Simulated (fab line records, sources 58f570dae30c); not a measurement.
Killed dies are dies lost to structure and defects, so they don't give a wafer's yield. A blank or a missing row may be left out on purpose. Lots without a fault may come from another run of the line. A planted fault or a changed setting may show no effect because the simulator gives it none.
Chamber matching | flow berkeley_cmos170 | UCB170_ACTIVE_ETCH_15 on rie_diel-01: 4 sister chambers
The step etches Si3N4 in CH3F/Ar/O2, stops on SiO2, target depth 242 nm, time 151 s. 4 wafers are shown with their chamber, then 8 later ones without.

WAFERS WITH THEIR CHAMBER
wafer  | chamber | throttle_valve_pct (%)
L653.2 | 3       | 8.27
L653.3 | 0       | 7.94
L653.4 | 2       | 7.92
L656.2 | 1       | 7.90

WAFERS WITHOUT THEIR CHAMBER
wafer  | throttle_valve_pct (%)
L656.3 | 7.92
L656.5 | 8.29
L665.1 | 7.93
L665.4 | 8.26
L665.6 | 7.92
L667.3 | 7.92
L667.4 | 7.96
L667.5 | 7.91

WHICH CHAMBER EACH WENT THROUGH
wafer  | from the rows above          | in truth
L656.3 | can't be placed: 2 or 1 or 0 | 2
L656.5 | 3                            | 3
L665.1 | can't be placed: 2 or 0 or 1 | 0
L665.4 | 3                            | 3
L665.6 | can't be placed: 2 or 1 or 0 | 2
L667.3 | can't be placed: 2 or 1 or 0 | 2
L667.4 | can't be placed: 0 or 2      | 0
L667.5 | can't be placed: 1 or 2 or 0 | 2
Placed correctly: 2 of 8. Can't be placed from these rows: 6 (the true chamber is among the candidates in 6). Placed wrongly: 0.
How it was worked out, from the rows above alone: a wafer's distance from a chamber is the root of the sum, over the readings, of the square of ((its reading less the chamber's mean) divided by the reading's scatter). The wafer belongs to the nearest chamber; if the next one is less than 2 further off, it can't be placed. A chamber's mean is the mean of its shown wafers. The scatter: with one shown wafer a chamber, the root of the mean of the squares of how far each hidden wafer lies from its nearest shown one.
